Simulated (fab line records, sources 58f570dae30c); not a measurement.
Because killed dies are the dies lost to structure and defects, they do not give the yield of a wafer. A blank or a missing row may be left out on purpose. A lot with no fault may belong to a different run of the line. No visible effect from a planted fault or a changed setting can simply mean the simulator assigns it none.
Lot-split experiment    flow berkeley_cmos170    route with 331 steps; 5 lots, 23 wafers read

== SPLIT DETAILS ==
At UCB170_V1_PEB_10, the setting peb_temp_c was moved away from the recipe's 130 C on 9 of the 23 wafers read, by -2.2% to +2.6%. All remaining wafers had this setting at the recipe value.

== FROM SPLIT TO READING: 1 step shown by the file between the two ==
- UCB170_V1_DEVELOP_11: develop time 45 s

== THE READING ==
cd_nm, in nm, at UCB170_V1_CD_MEAS_12 (target cd 700 nm). On this fab line, fault-free wafers typically give 699.2 nm with a standard deviation of 1.6 nm.

wafer   tool, chamber at the split  peb_temp_c as run, C  against the recipe  cd_nm, nm  against lot-mates on the recipe
L074.1  litho_track-04, 0           132.6                 +2.0%               715.5      +16.0
L074.3  litho_track-04, 0           130                   recipe              698.9      -
L074.4  litho_track-04, 0           132.6                 +2.0%               714.5      +15.0
L074.5  litho_track-04, 0           130                   recipe              699.3      -
L074.6  litho_track-04, 0           130                   recipe              700.2      -
L077.2  litho_track-03, 0           133.4                 +2.6%               716.2      +19.4
L077.3  litho_track-03, 0           130                   recipe              697.4      -
L077.4  litho_track-03, 0           130                   recipe              697.1      -
L077.5  litho_track-03, 0           130                   recipe              696.0      -
L077.6  litho_track-03, 0           133.4                 +2.6%               715.2      +18.4
L081.2  litho_track-01, 0           130                   recipe              702.1      -
L081.3  litho_track-01, 0           128.3                 -1.3%               689.7      -11.5
L081.4  litho_track-01, 0           130                   recipe              701.3      -
L081.5  litho_track-01, 0           128.3                 -1.3%               689.2      -12.0
L081.6  litho_track-01, 0           130                   recipe              700.3      -
L084.1  litho_track-03, 0           130                   recipe              700.9      -
L084.4  litho_track-03, 0           130                   recipe              701.6      -
L084.5  litho_track-03, 0           130                   recipe              701.1      -
L085.1  litho_track-03, 0           127.2                 -2.2%               678.1      -20.4
L085.3  litho_track-03, 0           127.2                 -2.2%               678.7      -19.8
L085.4  litho_track-03, 0           130                   recipe              699.9      -
L085.5  litho_track-03, 0           127.2                 -2.2%               677.5      -21.0
L085.6  litho_track-03, 0           130                   recipe              697.0      -

THE FIT
A straight line over all 23 wafers: cd_nm changes by +7.98 nm for each +1% of peb_temp_c; r = +0.98; the points scatter about the line by 2.5 nm.
The same after taking each lot's own level away (the mean of its wafers on the recipe; 23 wafers): +8.28 nm for each +1%; r = +0.99; scatter 1.3 nm.
The reading moves by 22 nm for the largest change in peb_temp_c, on that fit.
From 696.83 to 701.23 nm: that is the span of the lots' own levels, equal to 2.7 times the standard deviation above.
Hence the lot-to-lot level has little effect on the slope; both slopes agree.
Check: +21.4 nm against its lot-mates is what the line predicts for one of the wafers moved furthest among these (+2.6%) when that wafer is left out of the fit. It came out at +19.4 nm against them.

== OTHER SPLITS APPLIED TO THESE WAFERS ==
These wafers also went through other splits before the reading. Each is held against what the fit with the lots' levels taken away leaves over:
other split on the same wafers        wafers away from the commonest value  r with cd_nm (lot level and that fit taken away)
UCB170_NVT_IMPLANT_07 energy_kev      4                                     +0.39
UCB170_PVT_STRIP_08 overash_fraction  10                                    +0.04
UCB170_GATE_COAT_07 spin_rpm          5                                     +0.03
UCB170_GATE_ETCH_15 over_etch_frac    10                                    +0.02
UCB170_PSD_IMPLANT_08 dose_cm2        7                                     +0.27
UCB170_NSD_IMPLANT_08 tilt_deg        7                                     +0.29
UCB170_SILICIDE_SPUTTER_01 power_w    5                                     -0.23
UCB170_CONTACT_ETCH_18 time_s         10                                    -0.34
UCB170_V1_CVD_00 time_s               7                                     -0.30

== THE FILE'S OWN FIT ==
cd_nm changes by +8.12 nm for each +1% of peb_temp_c, r = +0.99.
